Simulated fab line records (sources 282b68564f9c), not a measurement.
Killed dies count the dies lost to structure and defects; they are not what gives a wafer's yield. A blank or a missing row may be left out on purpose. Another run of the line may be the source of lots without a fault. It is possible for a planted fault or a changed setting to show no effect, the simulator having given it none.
A lot that was struck, set against a sound lot | flow rit cmos | 17 out of 202 route steps
Sound: wafers L938.2, L938.3, L938.4. The struck wafers were L952.3, L952.4, L952.5. Last of all comes the cause.
At each step with rows: each side's tool, then ch and its chambers, then its first start. Under that, the readings that differ: sound wafers | struck wafers | difference of the means | sigmas: that difference in standard deviations of wafers without a fault.
alike: same words and numbers on both sides, and readings whose means sit less than 2 such deviations apart. not compared: any withheld reading, any reading some wafer has no value for, any bound like >300 that may hide the same value, and any number with overlapping values for which the record gives no deviation.
A row with sigmas, a row that says differs or no value, or rows on one side alone: a step with any of these is where the two part. Numbers that have no deviation but don't overlap get no sigmas and don't part them. A reading that every wafer of one side lacks parts them only if that side has two wafers or more.

RIT_SILICIDE_RTA_06: time 10 s, ramp up 5 s, ramp down 10 s.
  sound on rtp anneal-01 ch 0, day 4 00:32; struck on rtp anneal-01 ch 0, day 6 17:25
  alike: wafer_temp_C_max
RIT_CONTACT_CVD_00: deposits SiO2 from TEOS, target thk 400 nm, time 61 s.
  sound on pecvd-04 ch 0,1,2, day 4 00:35; struck on pecvd-03 ch 0,1,2, day 6 17:28
  alike: heater power w
RIT_CONTACT_THK_MEAS_01:
  sound on film metro-01 at day 4 00:39; struck on film metro-02 at day 6 17:32
  alike: CONTACT_TEOS_THK
then, 6 steps without rows for these wafers: RIT_CONTACT_HMDS_02 (prime time 60 s); RIT_CONTACT_COAT_03 (resist thk 1000 nm); RIT_CONTACT_SOFTBAKE_04 (time 60 s); RIT_CONTACT_EXPOSE_05 (exposes mask M11, target cd 1000 nm); RIT_CONTACT_PEB_06; RIT_CONTACT_DEVELOP_07 (develop time 120 s).
RIT_CONTACT_CD_MEAS_08 targets a cd of 1000 nm.
  sound on cd sem-01 at day 4 01:49; struck on cd sem-01 at day 6 18:43
  alike: cd nm
RIT_CONTACT_OVL_MEAS_09:
  sound on overlay-01 at day 4 01:55; struck on overlay-01 at day 6 18:48
  alike: CONTACT_OVL
then, 1 step without rows for these wafers: RIT_CONTACT_HARDBAKE_10 (time 60 s).
RIT_CONTACT_ETCH_11: etches SiO2 in CHF3/CF4/Ar, stops on TiSi2, target depth 480 nm, time 320 s.
  sound on rie diel-04 ch 0,1,2, day 4 02:06; struck on rie diel-03 ch 0,1, day 6 18:58
  no value came back on the struck wafers for any of 6 readings (CHF3_flow_sccm (sccm), O2_flow_sccm (sccm) and others); on the sound wafers CHF3_flow_sccm (sccm) reads 49.86 49.94 49.79
  reading                                      | sound             | struck            | difference | sigmas
  model.NOVOLAK_of_CONTACT_COAT_03.thk nm (nm) | 763.8 766.9 762.7 | 883.2 883.9 883.4 | +119.0     |
RIT_CONTACT_STRIP_12: strips in O2, time 180 s.
  sound on plasma asher-04 ch 0,1, day 4 02:17; struck on plasma asher-04 ch 0,1, day 6 19:13
  alike: drypump motor current A, o2 flow sccm
  not compared: rf hours counter h
RIT_CONTACT_CD_MEAS_90 targets a cd of 1000 nm.
  sound on cd sem-02 at day 4 02:29; struck on cd sem-02 at day 6 19:23
  reading    | sound                | struck | difference                    | sigmas
  cd nm (nm) | 1004.6 1003.6 1001.9 | - - -  | no value on the struck wafers |
then, 1 step without rows for these wafers: RIT_CONTACT_CLEAN_13 (cleans in SC1, time 600 s).
RIT_M1_PROBE_99:
  rows exist in the record for the struck wafers here (prober-02, day 7 00:04), but not for the sound ones

WHERE THEY PART
First at RIT_CONTACT_ETCH_11; last, within this record, at RIT_M1_PROBE_99.

WHY: the cause the simulator had injected
Entire step skipped (rie diel-03, RIT_CONTACT_ETCH_11), from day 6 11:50 onward. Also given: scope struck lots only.
